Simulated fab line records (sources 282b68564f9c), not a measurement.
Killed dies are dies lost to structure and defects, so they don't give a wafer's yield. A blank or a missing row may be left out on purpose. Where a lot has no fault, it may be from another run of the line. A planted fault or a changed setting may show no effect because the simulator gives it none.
Comparing a struck lot with a sound one -- flow ritCmos -- 25 steps out of a route of 202
Sound: wafers L337.4, L337.5, L337.6. Wafers L331.1, L331.4, L331.5 were the ones struck. The cause is given at the end.
For every step that has rows: the tool of each side, followed by ch and its chambers, followed by its first start. Under that, the readings that differ: sound wafers -- struck wafers -- difference of the means -- sigmas: that difference in standard deviations of wafers without a fault.
alike: same words and numbers on both sides, and readings whose means sit less than 2 such deviations apart. not compared: any withheld reading, any reading some wafer has no value for, any bound like >300 that may hide the same value, and any number with overlapping values for which the record gives no deviation.
The two part at a step that has a row with sigmas, a row that says differs or no value, or rows on one side only. When numbers do not overlap yet have no deviation, they are printed without sigmas and do not part them. A reading missing from all wafers of one side parts the sides only when that side holds two or more wafers.

first, 2 steps without rows for these wafers: RIT_FOX2_CLEAN_02 (cleans in dHF, time 180 s); RIT_FOX2_WET_ETCH_03 (etches Si3N4 in H3PO4, target depth 195 nm, time 2700 s).
RIT_FOX2_THK_MEAS_90:
  struck on filmMetro-01, day 4 12:12; sound on filmMetro-03, day 5 18:17
reading,sound,struck,difference,sigmas
FIELD_OXIDE_LEFT_1_THK (nm),337 332 336,318 313 310,-21,-3
then, 6 steps without rows for these wafers: RIT_NWELL_HMDS_00 (prime time 60 s); RIT_NWELL_COAT_01 (resist thk 1300 nm); RIT_NWELL_SOFTBAKE_02 (time 60 s); RIT_NWELL_EXPOSE_03 (exposes mask M2, target cd 43900 nm); RIT_NWELL_PEB_04; RIT_NWELL_DEVELOP_05 (develop time 68 s).
RIT_NWELL_OVL_MEAS_06:
  struck on overlay-01, day 4 13:08; sound on overlay-01, day 5 19:20
  alike: NWELL_OVL
then, 2 steps without rows for these wafers: RIT_NWELL_HARDBAKE_07 (time 120 s); RIT_NWELL_IMPLANT_08.
RIT_NWELL_STRIP_09: strips in O2, time 180 s.
  sound on plasmaAsher-03 ch 0,1, day 5 19:49; struck on plasmaAsher-03 ch 0,1, day 4 13:35
  no value came back on the struck wafers for chamberPressureMTorr (mTorr), drypumpMotorCurrentA (A), timeS (s); on the sound wafers chamberPressureMTorr (mTorr) reads 3995 4006 3996
reading,sound,struck,difference,sigmas
model.NOVOLAK_of_NWELL_COAT_01.thkNm (nm),0 0 0,1140 1140 1139,+1140,
  not compared: rfHoursCounterH
RIT_NWELL_TW_MEAS_10:
  struck on filmMetro-03, day 4 13:45; sound on filmMetro-03, day 5 19:58
  alike: NWELL_TW
then, 6 steps without rows for these wafers: RIT_PWELL_HMDS_00 (prime time 60 s); RIT_PWELL_COAT_01 (resist thk 1300 nm); RIT_PWELL_SOFTBAKE_02 (time 60 s); RIT_PWELL_EXPOSE_03 (exposes mask M3, target cd 43700 nm); RIT_PWELL_PEB_04; RIT_PWELL_DEVELOP_05 (develop time 68 s).
RIT_PWELL_OVL_MEAS_06:
  struck on overlay-02, day 4 14:41; sound on overlay-02, day 5 21:04
  alike: PWELL_OVL
then, 2 steps without rows for these wafers: RIT_PWELL_HARDBAKE_07 (time 120 s); RIT_PWELL_IMPLANT_08.
RIT_PWELL_STRIP_09: strips in O2, time 180 s.
  sound on plasmaAsher-03 ch 0,1, day 5 21:33; struck on plasmaAsher-02 ch 0,1, day 4 15:12
reading,sound,struck,difference,sigmas
drypumpMotorCurrentA (A),5.7 5.6 5.7,6.4 6.4 6.3,+0.7,+2
  alike: chamberPressureMTorr
  not compared: rfHoursCounterH
RIT_PWELL_TW_MEAS_10:
  struck on filmMetro-04, day 4 15:36; sound on filmMetro-04, day 5 21:42
reading,sound,struck,difference,sigmas
PWELL_TW,936 933 933,29 29 29,-905,-75
  not compared: hold

== WHERE THEY PART ==
At RIT_FOX2_THK_MEAS_90 first; at RIT_PWELL_TW_MEAS_10 last (within this record only).

WHY: the cause the simulator had injected
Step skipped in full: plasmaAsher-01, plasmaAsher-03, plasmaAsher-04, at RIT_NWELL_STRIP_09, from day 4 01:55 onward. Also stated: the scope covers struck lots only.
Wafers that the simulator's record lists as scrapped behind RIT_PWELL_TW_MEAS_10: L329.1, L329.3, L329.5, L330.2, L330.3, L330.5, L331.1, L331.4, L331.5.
